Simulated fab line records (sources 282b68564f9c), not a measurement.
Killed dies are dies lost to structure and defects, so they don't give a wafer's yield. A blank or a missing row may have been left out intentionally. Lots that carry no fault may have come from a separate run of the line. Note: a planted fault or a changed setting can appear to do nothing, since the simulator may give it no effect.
One fault seen from 2 desks -- flow ritCmos -- numbers are kept per desk, each desk with only its own; the story behind them comes last

## TOOL OWNER'S DESK, lpcvd-01
The tool's own readings at RIT_ACTIVE_CVD_03 (deposits Si3N4 from SiH2Cl2/NH3, target thk 150 nm, time 1500 s): means of the sampled wafers that have a number, for each lot that ran on this tool. If a lot's mean is further than 4 standard deviations from the usual mean, the lot is out of limits and carries the mark OUT (the distance appears in the brackets).
Columns: A = zonePowerCentrePct at RIT_ACTIVE_CVD_03, usual 38.7 %
lot,first seen here,A
L424,day 1 17:07,38.6
L425,day 1 22:13,41.1
L426,day 2 03:18,40.9
L427,day 2 08:51,38.6
L428,day 2 14:01,40.9
L429,day 2 19:29,40.8
L431,day 3 04:30,39.1
L433,day 3 14:31,39.1
L435,day 4 01:10,38.7
L436,day 4 06:53,38.9
Finding of this desk: none of the 10 lots has anything out of limits.

## AT THE METROLOGY DESK
Lot by lot, what the gauges showed, no matter which tool ran the lot: averages of those sampled wafers that carry a number. If a lot's mean is further than 4 standard deviations from the usual mean, the lot is out of limits and carries the mark OUT (the distance appears in the brackets).
Columns: A = ACTIVE_NITRIDE_THK at RIT_ACTIVE_THK_MEAS_04, usual 149.9 nm
lot,first seen here,A
L423,day 1 15:09,147.7
L424,day 1 18:32,151.3
L425,day 1 23:38,152.4
L426,day 2 04:43,151.7
L427,day 2 10:16,150.9
L428,day 2 15:26,150.3
L429,day 2 20:55,149.0
L431,day 3 05:56,149.2
L433,day 3 15:56,150.1
L435,day 4 02:36,81.0 (-46) OUT
L436,day 4 08:18,79.3 (-47) OUT
L437,day 4 12:14,147.6
L440,day 5 03:27,148.1
L446,day 6 09:16,150.8
This desk's finding: out of limits on L435, L436; first on L435, day 4 02:36 (ACTIVE_NITRIDE_THK at RIT_ACTIVE_THK_MEAS_04). L423, L424, L425, L426, L427, L428, L429, L431, L433, L437, L440, L446: within limits.

## PUT TOGETHER
At day 4 02:36 the metrology desk could have sounded an alarm, on L435, L436.
Nothing out of limits was seen by the tool owner's desk.
The tool owner's desk has L435, L436 on record, within its limits.
Of the lots named, all ran RIT_ACTIVE_CVD_03 on lpcvd-01.

## WHAT THE SIMULATOR HAD INSERTED
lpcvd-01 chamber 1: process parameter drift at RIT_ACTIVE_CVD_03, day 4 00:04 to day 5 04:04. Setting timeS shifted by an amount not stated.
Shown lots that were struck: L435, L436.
Time in hours between the start of the fault and the first out-of-limits reading at each desk: metrology desk, 3.
